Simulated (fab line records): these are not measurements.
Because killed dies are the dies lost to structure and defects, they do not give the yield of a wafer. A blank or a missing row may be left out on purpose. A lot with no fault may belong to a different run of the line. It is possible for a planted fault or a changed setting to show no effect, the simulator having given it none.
fab line records	flow berkeleyCmos170
record lots=5	wafers=15	lastDay=10
route steps=331 shown V2@302 M3@309
lots that met no fault: from a run of the same line without faults
startH: hours from the record's opening day to when the first of the lot's shown wafers began	waitH: how many hours have passed since the lot's step before this one	" as in the row above	L1.1+2: a row that stands for several wafers	- no value, or no start given	* or withheld: withheld	< > ~ a bound
route shown NAME@n: names a module that has steps shown in the file, with the first one's number in the route	usual: mean/standard deviation taken from wafers without a fault	same: alike in all rows	chamber/n: place in a boat	sites: readings site by site	_std_site: standard deviation across them	_edge_site: mean of outer sites minus mean of inner sites	radiusMm: for every site, how far away it sits from the centre of the wafer	mask NAME#n: copy n	behind: the tool/chamber that last shaped the wafer	hold: reason for holding the lot/hours on hold/outcome of the hold	device: transistor that didn't switch, given as n, p or np	end of line: the tests these same wafers got at the end of their route	step lacking rows: just its recipe	killed: dies lost to structure and defects at the first sort, not the wafer's yield	map: shows each die of a wafer: x if killed, . if not, _ if none is there
set.NAME: the run value of the setting; set.NAME@STEP: its run value at that earlier step	model.NAME: the simulator's own value behind a step, which no gauge read
lots seen at some steps along the route; tables by step, rows by wafer
services: when a tool's chamber went out of use (startH, in hours from the record's first day, below 0 if earlier), for how many hours, and the reason
## steps
# step UCB170_V2_PEB_10
# recipe pebTempC=130	pebTimeS=withheld	resist=KrF
# usual resistLineTempC=22.99/0.11
lot.wafer	tool	chamber	startH	waitH	resistLineTempC
L074.2	lithoTrack-01	0	153.39	0.7	23.11
L074.3	"	0	"	"	23.04
L074.6	"	0	"	"	23.08
L075.1	lithoTrack-01	0	158.50	0.1	23.11
L075.2	"	0	"	"	23.10
L075.5	"	0	"	"	23.03
L083.1	lithoTrack-04	0	210.53	0.1	22.86
L083.4	"	0	"	"	22.83
L083.5	"	0	"	"	22.92
L090.1	lithoTrack-01	0	239.60	0.1	22.93
L090.2	"	0	"	"	23.15
L090.5	"	0	"	"	23.05
L091.2	lithoTrack-04	0	247.36	0.3	22.95
L091.3	"	0	"	"	22.74
L091.4	"	0	"	"	23.10
# step UCB170_V2_DEVELOP_11
# recipe developer=TMAH	developTimeS=45	resist=KrF	devTempC=21
# usual resistLineTempC=22.97/0.12
lot.wafer	tool	chamber	startH	waitH	resistLineTempC
L074.2	lithoTrack-01	0	-	-	23.15
L074.3	"	0	"	"	22.98
L074.6	"	0	"	"	23.10
L075.1	lithoTrack-01	0	-	-	23.04
L075.2	"	0	"	"	23.03
L075.5	"	0	"	"	22.87
L083.1	lithoTrack-04	0	-	-	23.07
L083.4	"	0	"	"	22.93
L083.5	"	0	"	"	22.96
L090.1	lithoTrack-01	0	-	-	23.12
L090.2	"	0	"	"	23.15
L090.5	"	0	"	"	23.07
L091.2	lithoTrack-04	0	-	-	22.96
L091.3	"	0	"	"	22.82
L091.4	"	0	"	"	22.75
# step UCB170_V2_CD_MEAS_12
# recipe targetCdNm=700
# usual cdNm=700.2/1.3
lot.wafer	tool	chamber	startH	waitH	cdNm
L074.2	cdSem-01	-	153.66	-	701.3
L074.3	"	-	"	"	701.2
L074.6	"	-	"	"	700.0
L075.1	cdSem-01	-	158.77	-	698.2
L075.2	"	-	"	"	697.4
L075.5	"	-	"	"	698.8
L083.1	cdSem-02	-	210.84	-	699.9
L083.4	"	-	"	"	699.7
L083.5	"	-	"	"	701.7
L090.1	cdSem-01	-	239.88	-	698.5
L090.2	"	-	"	"	699.4
L090.5	"	-	"	"	698.9
L091.2	cdSem-02	-	247.63	-	700.2
L091.3	"	-	"	"	700.0
L091.4	"	-	"	"	701.3
# step UCB170_V2_OVL_MEAS_13
# usual V2_OVL=-2/5
lot.wafer	tool	chamber	startH	waitH	V2_OVL[nm]
L074.2	overlay-01	-	153.77	0.1	-2
L074.3	"	-	"	"	7
L074.6	"	-	"	"	1
L075.1	overlay-02	-	158.89	0.1	-2
L075.2	"	-	"	"	5
L075.5	"	-	"	"	3
L083.1	overlay-01	-	210.96	0.1	-6
L083.4	"	-	"	"	-8
L083.5	"	-	"	"	-7
L090.1	overlay-01	-	240.00	0.1	3
L090.2	"	-	"	"	2
L090.5	"	-	"	"	3
L091.2	overlay-01	-	247.74	0.1	-4
L091.3	"	-	"	"	-8
L091.4	"	-	"	"	-6
# step UCB170_V2_ETCH_14
# recipe chemistry=CHF3/CF4/Ar	target=SiO2	stopOn=Al	CHF3_flow_sccm=45	cf4FlowSccm=15	Ar_flow_sccm=150	pressureMtorr=200	rfW=700	targetDepthA=12500	overEtchFrac=0.25	timeS=291
# usual drypumpMotorCurrentA=5.6/0.49	oesProductAu=0.877/0.013	throttleValvePct=6.88/0.1
lot.wafer	tool	chamber	startH	waitH	drypumpMotorCurrentA	oesProductAu	rfHoursCounterH	throttleValvePct
L074.2	rieDiel-01	0	153.80	0.0	4.9	0.872	6	7.00
L074.3	"	3	"	"	6.1	0.878	57	6.71
L074.6	"	1	"	"	5.9	0.875	-	6.76
L075.1	rieDiel-04	3	158.93	0.0	5.2	0.892	146	6.96
L075.2	"	2	"	"	5.2	0.877	24	6.86
L075.5	"	2	"	"	5.2	0.877	-	6.87
L083.1	rieDiel-01	1	211.00	0.0	5.9	0.877	122	6.77
L083.4	"	2	"	"	5.3	0.900	2	6.93
L083.5	"	0	"	"	5.0	0.875	-	6.99
L090.1	rieDiel-01	2	240.03	0.0	5.3	0.898	3	6.91
L090.2	"	3	"	"	6.1	0.879	61	6.71
L090.5	"	3	"	"	6.1	0.887	-	6.71
L091.2	rieDiel-01	3	247.77	0.0	6.1	0.882	61	6.72
L091.3	"	1	"	"	5.9	0.872	123	6.75
L091.4	"	0	"	"	4.9	0.877	10	6.99
# step UCB170_V2_STRIP_15
# recipe chemistry=O2	powerW=400	pressureMtorr=3500	platenTempC=withheld	o2FlowSccm=400	overashFraction=0.5
# usual drypumpMotorCurrentA=5.5/0.45	oesProductAu=0.722/0.0041	stripTimeToEndpointS=15.27/0.13
lot.wafer	tool	chamber	startH	waitH	drypumpMotorCurrentA	oesProductAu	rfHoursCounterH	stripTimeToEndpointS
L074.2	plasmaAsher-02	1	153.98	0.1	4.6	0.719	4	15.58
L074.3	"	0	"	"	5.9	0.712	-	15.13
L074.6	"	1	"	"	4.6	0.712	-	15.17
L075.1	plasmaAsher-01	0	159.11	0.1	5.9	0.722	47	15.18
L075.2	"	1	"	"	5.6	0.724	47	15.24
L075.5	"	0	"	"	5.9	0.725	-	15.20
L083.1	plasmaAsher-04	0	211.18	0.1	5.6	0.726	42	15.19
L083.4	"	0	"	"	5.6	0.713	-	15.09
L083.5	"	1	"	"	5.8	0.719	-	15.33
L090.1	plasmaAsher-02	1	240.21	0.1	4.6	0.717	13	15.18
L090.2	"	0	"	"	5.9	0.721	13	15.16
L090.5	"	0	"	"	5.9	0.722	-	15.14
L091.2	plasmaAsher-04	1	247.95	0.1	5.7	0.717	45	15.04
L091.3	"	0	"	"	5.5	0.721	-	15.33
L091.4	"	1	"	"	5.7	0.722	-	15.43
# step UCB170_V2_CD_MEAS_90
# recipe targetCdNm=700
# usual cdNm=700.1/1.4
lot.wafer	tool	chamber	startH	waitH	cdNm
L074.2	cdSem-02	-	154.10	0.1	701.0
L074.3	"	-	"	"	699.9
L074.6	"	-	"	"	699.4
L075.1	cdSem-01	-	159.21	0.1	697.5
L075.2	"	-	"	"	698.9
L075.5	"	-	"	"	700.5
L083.1	cdSem-01	-	211.28	0.1	700.2
L083.4	"	-	"	"	700.1
L083.5	"	-	"	"	701.1
L090.1	cdSem-02	-	240.31	0.1	698.6
L090.2	"	-	"	"	699.3
L090.5	"	-	"	"	698.4
L091.2	cdSem-02	-	248.07	0.1	699.8
L091.3	"	-	"	"	699.7
L091.4	"	-	"	"	700.6
# step UCB170_M3_PRE_CLEAN_00
# recipe gas=Ar	precleanEtchTimeS=60
lot.wafer	tool	chamber	startH	waitH
L074.2+3+6	pvdSputter-02	-	154.20	0.1
L075.1+2+5	pvdSputter-01	-	159.33	0.1
L083.1+4+5	pvdSputter-03	-	211.40	0.1
L090.1+2+5	pvdSputter-03	-	240.43	0.1
L091.2+3+4	pvdSputter-02	-	248.17	0.1
# step UCB170_M3_SPUTTER_01
# recipe material=Al	targetThkNm=900	timeS=120	powerW=6000	chamberPressurePa=0.5
# usual throttleValvePct=30.3/1.4
lot.wafer	tool	chamber	startH	waitH	throttleValvePct
L074.2	pvdSputter-02	-	154.26	0.0	29.5
L074.3	"	-	"	"	27.2
L074.6	"	-	"	"	32.4
L075.1	pvdSputter-01	-	159.39	0.0	28.9
L075.2	"	-	"	"	31.5
L075.5	"	-	"	"	29.4
L083.1	pvdSputter-03	-	211.46	0.0	28.8
L083.4	"	-	"	"	28.9
L083.5	"	-	"	"	31.1
L090.1	pvdSputter-03	-	240.50	0.0	32.6
L090.2	"	-	"	"	30.5
L090.5	"	-	"	"	30.1
L091.2	pvdSputter-02	-	248.23	0.0	27.2
L091.3	"	-	"	"	32.5
L091.4	"	-	"	"	29.7
# step UCB170_M3_RS_MEAS_02
# recipe thkMeasGauge=four-point-probe	reads=Al_of_M3_SPUTTER_01
# usual M3_AL_RS=0.0322/0.00039
lot.wafer	tool	chamber	startH	waitH	M3_AL_RS[ohm/sq]
L074.2	filmMetro-02	-	154.37	0.1	0.0318
L074.3	"	-	"	"	0.0318
L074.6	"	-	"	"	0.0320
L075.1	filmMetro-03	-	159.48	0.0	0.0325
L075.2	"	-	"	"	0.0318
L075.5	"	-	"	"	0.0322
L083.1	filmMetro-01	-	211.55	0.0	0.0323
L083.4	"	-	"	"	0.0323
L083.5	"	-	"	"	0.0323
L090.1	filmMetro-01	-	240.58	0.0	0.0317
L090.2	"	-	"	"	0.0319
L090.5	"	-	"	"	0.0323
L091.2	filmMetro-01	-	248.34	0.1	0.0321
L091.3	"	-	"	"	0.0327
L091.4	"	-	"	"	0.0324
# step UCB170_M3_THK_MEAS_03
# recipe thkMeasGauge=xrf	reads=Al_of_M3_SPUTTER_01
# usual M3_AL_THK=890/13
lot.wafer	tool	chamber	startH	waitH	M3_AL_THK[nm]
L074.2	filmMetro-02	-	154.48	0.1	907
L074.3	"	-	"	"	908
L074.6	"	-	"	"	903
L075.1	filmMetro-03	-	159.60	0.1	869
L075.2	"	-	"	"	892
L075.5	"	-	"	"	883
L083.1	filmMetro-01	-	211.67	0.1	896
L083.4	"	-	"	"	896
L083.5	"	-	"	"	893
L090.1	filmMetro-01	-	240.70	0.1	912
L090.2	"	-	"	"	902
L090.5	"	-	"	"	893
L091.2	filmMetro-01	-	248.45	0.1	898
L091.3	"	-	"	"	882
L091.4	"	-	"	"	894
# step UCB170_M3_HMDS_04
# recipe primeTimeS=60	primeTempC=100
# usual resistLineTempC=23.00/0.11
lot.wafer	tool	chamber	startH	waitH	resistLineTempC
L074.2	lithoTrack-04	0	155.19	0.7	23.14
L074.3	"	0	"	"	23.10
L074.6	"	0	"	"	23.11
L075.1	lithoTrack-03	0	159.66	0.1	22.82
L075.2	"	0	"	"	22.96
L075.5	"	0	"	"	22.75
L083.1	lithoTrack-02	0	211.73	0.1	23.09
L083.4	"	0	"	"	23.12
L083.5	"	0	"	"	23.16
L090.1	lithoTrack-04	0	240.83	0.1	23.01
L090.2	"	0	"	"	22.94
L090.5	"	0	"	"	23.04
L091.2	lithoTrack-03	0	248.57	0.1	22.84
L091.3	"	0	"	"	22.92
L091.4	"	0	"	"	22.98
# step UCB170_M3_COAT_05
# recipe resist=KrF	spinRpm=1500	resistThkNm=900
# usual resistLineTempC=22.99/0.11
lot.wafer	tool	chamber	startH	waitH	resistLineTempC
L074.2	lithoTrack-04	0	155.34	0.1	23.05
L074.3	"	0	"	"	22.90
L074.6	"	0	"	"	22.93
L075.1	lithoTrack-03	0	159.81	0.1	22.66
L075.2	"	0	"	"	22.87
L075.5	"	0	"	"	23.01
L083.1	lithoTrack-02	0	211.88	0.1	23.16
L083.4	"	0	"	"	23.10
L083.5	"	0	"	"	23.07
L090.1	lithoTrack-04	0	240.98	0.1	23.28
L090.2	"	0	"	"	23.09
L090.5	"	0	"	"	23.10
L091.2	lithoTrack-03	0	248.72	0.1	23.01
L091.3	"	0	"	"	22.96
L091.4	"	0	"	"	22.86
# step UCB170_M3_SOFTBAKE_06
# recipe resist=KrF	tempC=130	timeS=60
# usual resistLineTempC=22.99/0.1
lot.wafer	tool	chamber	startH	waitH	resistLineTempC
L074.2	lithoTrack-04	0	155.49	0.1	22.95
L074.3	"	0	"	"	22.95
L074.6	"	0	"	"	22.90
L075.1	lithoTrack-03	0	159.96	0.1	22.90
L075.2	"	0	"	"	22.92
L075.5	"	0	"	"	22.77
L083.1	lithoTrack-02	0	212.03	0.1	22.76
L083.4	"	0	"	"	22.88
L083.5	"	0	"	"	22.89
L090.1	lithoTrack-04	0	241.13	0.1	23.00
L090.2	"	0	"	"	23.01
L090.5	"	0	"	"	22.92
L091.2	lithoTrack-03	0	248.87	0.1	23.07
L091.3	"	0	"	"	22.90
L091.4	"	0	"	"	22.85
# step UCB170_M3_STRIP_07
# recipe chemistry=O2	powerW=400	pressureMtorr=3500	platenTempC=withheld	o2FlowSccm=400	overashFraction=0.5
# usual drypumpMotorCurrentA=5.5/0.45	oesProductAu=0.735/0.0041	stripTimeToEndpointS=21.96/0.062
lot.wafer	tool	chamber	startH	waitH	drypumpMotorCurrentA	oesProductAu	rfHoursCounterH	stripTimeToEndpointS
L074.2	plasmaAsher-04	1	155.62	0.1	5.8	0.739	36	21.87
L074.3	"	1	"	"	5.7	0.739	-	21.91
L074.6	"	0	"	"	5.6	0.732	-	21.87
L075.1	plasmaAsher-03	1	160.11	0.1	5.6	0.732	45	21.95
L075.2	"	0	"	"	5.7	0.733	45	21.99
L075.5	"	0	"	"	5.7	0.735	-	22.00
L083.1	plasmaAsher-02	0	212.18	0.1	5.9	0.732	11	22.07
L083.4	"	1	"	"	4.6	0.744	-	21.95
L083.5	"	0	"	"	5.9	0.733	-	21.98
L090.1	plasmaAsher-02	0	241.28	0.1	5.9	0.741	13	21.93
L090.2	"	1	"	"	4.6	0.739	13	21.91
L090.5	"	0	"	"	5.9	0.737	-	21.91
L091.2	plasmaAsher-04	0	248.99	0.1	5.6	0.733	45	22.04
L091.3	"	1	"	"	5.7	0.733	-	22.05
L091.4	"	0	"	"	5.6	0.734	-	21.93
# step UCB170_M3_STRIP_08
# recipe chemistry=DMSO	tempC=80	timeS=600	material=KrF
lot.wafer	tool	chamber	startH	waitH
L074.2+3+6	wetBench-01	0	155.87	0.2
L075.1+2+5	wetBench-01	3	161.44	1.3
L083.1+4+5	wetBench-01	0	212.28	0.1
L090.1+2+5	wetBench-01	1	241.38	0.1
L091.2+3+4	wetBench-03	0	249.09	0.1
# step UCB170_M3_COAT_09
# recipe resist=BARC	tempC=withheld	timeS=withheld	spinRpm=3000	resistThkNm=withheld
# usual resistLineTempC=*
lot.wafer	tool	chamber	startH	waitH	resistLineTempC
L074.2	lithoTrack-03	0	156.27	0.2	*
L074.3	"	0	"	"	*
L074.6	"	0	"	"	*
L075.1	lithoTrack-03	0	161.69	0.1	*
L075.2	"	0	"	"	*
L075.5	"	0	"	"	*
L083.1	lithoTrack-04	0	212.45	0.0	*
L083.4	"	0	"	"	*
L083.5	"	0	"	"	*
L090.1	lithoTrack-02	0	241.63	0.1	*
L090.2	"	0	"	"	*
L090.5	"	0	"	"	*
L091.2	lithoTrack-04	0	249.36	0.1	*
L091.3	"	0	"	"	*
L091.4	"	0	"	"	*
# step UCB170_M3_COAT_10
# recipe resist=KrF	spinRpm=1500	resistThkNm=900
# usual resistLineTempC=22.96/0.11
lot.wafer	tool	chamber	startH	waitH	resistLineTempC
L074.2	lithoTrack-03	0	-	-	23.04
L074.3	"	0	"	"	22.87
L074.6	"	0	"	"	22.91
L075.1	lithoTrack-03	0	-	-	22.88
L075.2	"	0	"	"	22.99
L075.5	"	0	"	"	22.80
L083.1	lithoTrack-04	0	-	-	23.15
L083.4	"	0	"	"	22.91
L083.5	"	0	"	"	23.03
L090.1	lithoTrack-02	0	-	-	22.87
L090.2	"	0	"	"	22.98
L090.5	"	0	"	"	22.92
L091.2	lithoTrack-04	0	-	-	22.90
L091.3	"	0	"	"	22.87
L091.4	"	0	"	"	22.92
# step UCB170_M3_SOFTBAKE_11
# recipe resist=KrF	tempC=130	timeS=60
# usual resistLineTempC=23.01/0.12
lot.wafer	tool	chamber	startH	waitH	resistLineTempC
L074.2	lithoTrack-03	0	-	-	23.07
L074.3	"	0	"	"	23.17
L074.6	"	0	"	"	23.24
L075.1	lithoTrack-03	0	-	-	23.19
L075.2	"	0	"	"	23.21
L075.5	"	0	"	"	23.19
L083.1	lithoTrack-04	0	-	-	22.93
L083.4	"	0	"	"	22.91
L083.5	"	0	"	"	22.97
L090.1	lithoTrack-02	0	-	-	23.01
L090.2	"	0	"	"	23.00
L090.5	"	0	"	"	23.01
L091.2	lithoTrack-04	0	-	-	23.01
L091.3	"	0	"	"	22.96
L091.4	"	0	"	"	23.00
# step UCB170_M3_EXPOSE_12
# recipe maskId=METAL3	targetCdNm=700	na=0.5	sigmaOuter=0.6	sourceShape=conventional	doseMj=26
lot.wafer	tool	chamber	startH	waitH	mask
L074.2+3+6	krfScanner-01	0	156.84	-	METAL3#0
L075.1+2+5	krfScanner-02	0	162.27	-	METAL3#0
L083.1+4+5	krfScanner-01	0	213.04	-	METAL3#0
L090.1+2+5	krfScanner-01	0	242.08	-	METAL3#0
L091.2+3+4	krfScanner-02	0	249.93	-	METAL3#0
# step UCB170_M3_PEB_13
# recipe pebTempC=130	pebTimeS=withheld	resist=KrF
# usual resistLineTempC=23.00/0.096
lot.wafer	tool	chamber	startH	waitH	resistLineTempC
L074.2	lithoTrack-03	0	157.00	0.1	23.12
L074.3	"	0	"	"	23.13
L074.6	"	0	"	"	23.03
L075.1	lithoTrack-02	0	162.44	0.2	23.12
L075.2	"	0	"	"	22.98
L075.5	"	0	"	"	23.10
L083.1	lithoTrack-03	0	213.38	0.3	23.01
L083.4	"	0	"	"	23.05
L083.5	"	0	"	"	23.03
L090.1	lithoTrack-02	0	242.40	0.3	23.15
L090.2	"	0	"	"	23.11
L090.5	"	0	"	"	23.05
L091.2	lithoTrack-03	0	250.05	0.1	22.98
L091.3	"	0	"	"	22.94
L091.4	"	0	"	"	23.03
# step UCB170_M3_DEVELOP_14
# recipe developer=TMAH	developTimeS=46.53	resist=KrF	devTempC=21
# usual resistLineTempC=23.01/0.099
lot.wafer	tool	chamber	startH	waitH	resistLineTempC
L074.2	lithoTrack-03	0	-	-	23.13
L074.3	"	0	"	"	23.05
L074.6	"	0	"	"	22.94
L075.1	lithoTrack-02	0	-	-	22.90
L075.2	"	0	"	"	23.08
L075.5	"	0	"	"	22.99
L083.1	lithoTrack-03	0	-	-	22.98
L083.4	"	0	"	"	23.11
L083.5	"	0	"	"	23.10
L090.1	lithoTrack-02	0	-	-	23.03
L090.2	"	0	"	"	23.08
L090.5	"	0	"	"	23.25
L091.2	lithoTrack-03	0	-	-	22.95
L091.3	"	0	"	"	22.84
L091.4	"	0	"	"	22.91
# step UCB170_M3_CD_MEAS_15
# recipe targetCdNm=700
# usual cdNm=699.7/1.5
lot.wafer	tool	chamber	startH	waitH	cdNm
L074.2	cdSem-01	-	157.27	-	698.3
L074.3	"	-	"	"	700.2
L074.6	"	-	"	"	699.3
L075.1	cdSem-01	-	162.71	-	700.1
L075.2	"	-	"	"	700.9
L075.5	"	-	"	"	700.5
L083.1	cdSem-01	-	213.65	-	701.0
L083.4	"	-	"	"	699.6
L083.5	"	-	"	"	702.1
L090.1	cdSem-02	-	242.67	-	699.3
L090.2	"	-	"	"	697.4
L090.5	"	-	"	"	698.3
L091.2	cdSem-02	-	250.32	-	697.1
L091.3	"	-	"	"	697.0
L091.4	"	-	"	"	697.3
# step UCB170_M3_OVL_MEAS_16
# usual M3_OVL=2/5.1
lot.wafer	tool	chamber	startH	waitH	M3_OVL[nm]
L074.2	overlay-02	-	157.37	0.1	4
L074.3	"	-	"	"	5
L074.6	"	-	"	"	13
L075.1	overlay-01	-	162.83	0.1	2
L075.2	"	-	"	"	6
L075.5	"	-	"	"	7
L083.1	overlay-01	-	213.77	0.1	0
L083.4	"	-	"	"	5
L083.5	"	-	"	"	-2
L090.1	overlay-01	-	242.79	0.1	8
L090.2	"	-	"	"	-1
L090.5	"	-	"	"	2
L091.2	overlay-01	-	250.43	0.1	3
L091.3	"	-	"	"	7
L091.4	"	-	"	"	3
# step UCB170_M3_ETCH_17
# recipe chemistry=N2/H2	targetDepthA=withheld	overetchA=withheld	target=BARC	timeS=withheld	sourceW=500	biasW=100	pressureMtorr=30	n2FlowSccm=100	h2FlowSccm=200
# usual drypumpMotorCurrentA=5.6/0.51	h2FlowSccm=200.0/0.7	n2FlowSccm=100.0/0.32	oesProductAu=1.000/0.025	throttleValvePct=13.30/0.19
lot.wafer	tool	chamber	startH	waitH	drypumpMotorCurrentA	h2FlowSccm	n2FlowSccm	oesProductAu	throttleValvePct
L074.2	rieDiel-02	2	157.40	0.0	5.0	200.1	100.4	1.006	13.43
L074.3	"	3	"	"	6.4	198.6	99.8	0.986	13.56
L074.6	"	3	"	"	6.4	198.2	99.8	0.987	13.55
L075.1	rieDiel-03	3	162.87	0.0	6.3	200.3	99.9	1.015	13.25
L075.2	"	0	"	"	5.5	200.8	100.3	0.996	12.96
L075.5	"	2	"	"	6.0	200.6	99.9	0.985	13.26
L083.1	rieDiel-01	1	213.81	0.0	5.9	200.3	100.4	0.992	13.02
L083.4	"	2	"	"	5.3	200.3	99.9	1.047	13.35
L083.5	"	1	"	"	5.9	200.1	99.8	1.000	13.01
L090.1	rieDiel-03	1	242.83	0.0	4.9	199.8	100.0	0.984	13.32
L090.2	"	2	"	"	6.0	200.3	100.2	0.979	13.28
L090.5	"	1	"	"	4.9	201.1	100.1	0.976	13.32
L091.2	rieDiel-02	0	250.46	0.0	5.9	200.3	99.7	1.027	13.22
L091.3	"	1	"	"	5.6	201.3	99.8	0.973	13.29
L091.4	"	3	"	"	6.4	201.0	99.5	0.971	13.54
# step UCB170_M3_METAL_ETCH_18
# recipe chemistry=Cl2/BCl3	target=Al	stopOn=SiO2	pressureMtorr=12	targetDepthA=11700	overEtchFrac=0.3	timeS=195	icpW=600	biasW=120	Cl2_flow_sccm=90	bcl3FlowSccm=45
# usual drypumpMotorCurrentA=5.6/0.64	heBacksideLeakSccm=3.35/0.27	oesProductAu=0.857/0.012	throttleValvePct=24.3/0.31
lot.wafer	tool	chamber	startH	waitH	drypumpMotorCurrentA	heBacksideLeakSccm	oesProductAu	rfHoursCounterH	throttleValvePct
L074.2	rieMetal-03	0	157.45	-	5.7	3.05	0.870	1.2	24.3
L074.3	"	0	"	"	5.7	3.13	0.878	-	24.3
L074.6	"	1	"	"	4.7	3.08	0.861	-	24.3
L075.1	rieMetal-02	0	162.91	-	5.8	3.44	0.872	3.4	24.2
L075.2	"	1	"	"	5.6	3.57	0.849	2.8	24.3
L075.5	"	0	"	"	5.8	3.47	0.868	-	24.2
L083.1	rieMetal-03	0	213.85	-	5.7	2.90	0.869	2.9	24.3
L083.4	"	0	"	"	5.7	3.09	0.860	-	24.3
L083.5	"	0	"	"	5.7	3.01	0.863	-	24.3
L090.1	rieMetal-03	1	242.87	-	4.7	3.32	0.866	6.4	24.3
L090.2	"	0	"	"	5.7	3.17	0.870	3.7	24.3
L090.5	"	0	"	"	5.7	3.18	0.869	-	24.3
L091.2	rieMetal-02	0	250.50	-	5.8	3.58	0.873	5.1	24.2
L091.3	"	0	"	"	5.8	3.52	0.865	-	24.2
L091.4	"	1	"	"	5.7	5.65	0.851	-	24.3
# step UCB170_M3_STRIP_19
# recipe chemistry=O2	powerW=400	pressureMtorr=3500	platenTempC=withheld	o2FlowSccm=400	overashFraction=0.5
# usual drypumpMotorCurrentA=5.5/0.47	oesProductAu=0.554/0.026
lot.wafer	tool	chamber	startH	waitH	drypumpMotorCurrentA	oesProductAu	rfHoursCounterH
L074.2	plasmaAsher-03	0	157.63	0.1	5.8	0.558	45
L074.3	"	0	"	"	5.7	0.553	-
L074.6	"	0	"	"	5.7	0.570	-
L075.1	plasmaAsher-03	0	163.10	0.1	5.7	0.553	45
L075.2	"	1	"	"	5.7	0.523	45
L075.5	"	1	"	"	5.6	0.547	-
L083.1	plasmaAsher-03	0	214.04	0.1	5.7	0.564	50
L083.4	"	1	"	"	5.6	0.564	-
L083.5	"	1	"	"	5.6	0.557	-
L090.1	plasmaAsher-04	1	243.06	0.1	5.7	0.580	45
L090.2	"	0	"	"	5.6	0.545	45
L090.5	"	1	"	"	5.7	0.545	-
L091.2	plasmaAsher-02	1	250.69	0.1	4.6	0.521	14
L091.3	"	1	"	"	4.6	0.533	-
L091.4	"	0	"	"	5.9	0.527	-
# step UCB170_M3_CD_MEAS_90
# recipe targetCdNm=700
# usual cdNm=702/4.4
lot.wafer	tool	chamber	startH	waitH	cdNm
L074.2	cdSem-01	-	157.75	0.1	706
L074.3	"	-	"	"	706
L074.6	"	-	"	"	706
L075.1	cdSem-02	-	163.20	0.1	700
L075.2	"	-	"	"	701
L075.5	"	-	"	"	701
L083.1	cdSem-01	-	214.14	0.1	710
L083.4	"	-	"	"	707
L083.5	"	-	"	"	712
L090.1	cdSem-02	-	243.16	0.1	702
L090.2	"	-	"	"	701
L090.5	"	-	"	"	703
L091.2	cdSem-02	-	250.81	0.1	692
L091.3	"	-	"	"	693
L091.4	"	-	"	"	696
# step UCB170_M3_BOW_MEAS_20
# recipe mode=bow
# usual M3_BOW=37/7.2
lot.wafer	tool	chamber	startH	waitH	M3_BOW[um]
L074.2	filmMetro-01	-	157.87	0.1	34
L074.3	"	-	"	"	37
L074.6	"	-	"	"	17
L075.1	filmMetro-03	-	163.32	0.1	32
L075.2	"	-	"	"	33
L075.5	"	-	"	"	40
L083.1	filmMetro-03	-	214.26	0.1	40
L083.4	"	-	"	"	44
L083.5	"	-	"	"	49
L090.1	filmMetro-03	-	243.28	0.1	33
L090.2	"	-	"	"	44
L090.5	"	-	"	"	36
L091.2	filmMetro-01	-	250.93	0.1	24
L091.3	"	-	"	"	37
L091.4	"	-	"	"	44
## services
tool	chamber	startH	hours	kind
rieDiel-03	-	133.05	2.8	pm
plasmaAsher-03	-	135.26	1.9	repair
rieDiel-01	2	136.23	-	clean
rieDiel-01	2	136.23	28.1	scheduledDown
rieDiel-01	2	136.23	28.1	ventCycle
krfScanner-01	-	148.36	3.9	repair
rieDiel-02	0	153.53	7.5	repair
wetBench-03	-	157.19	4.8	repair
pvdSputter-01	-	167.96	1.8	repair
krfScanner-01	-	172.44	1.0	pm
pvdSputter-02	-	188.63	1.7	repair
pvdSputter-01	-	194.75	3.0	repair
rieDiel-01	2	203.79	6.1	repair
krfScanner-02	-	205.97	1.0	pm
rieMetal-03	-	209.66	2.8	pm
krfScanner-01	-	210.14	0.8	pm
krfScanner-02	-	213.16	0.6	repair
krfScanner-02	-	219.31	1.3	pm
pvdSputter-01	-	228.90	0.7	repair
pvdSputter-01	-	230.94	0.9	repair
plasmaAsher-02	-	233.37	1.1	repair
krfScanner-01	-	244.63	3.6	pm
plasmaAsher-03	-	244.86	4.8	repair
rieDiel-04	1	250.64	11.7	repair
## key
fault none
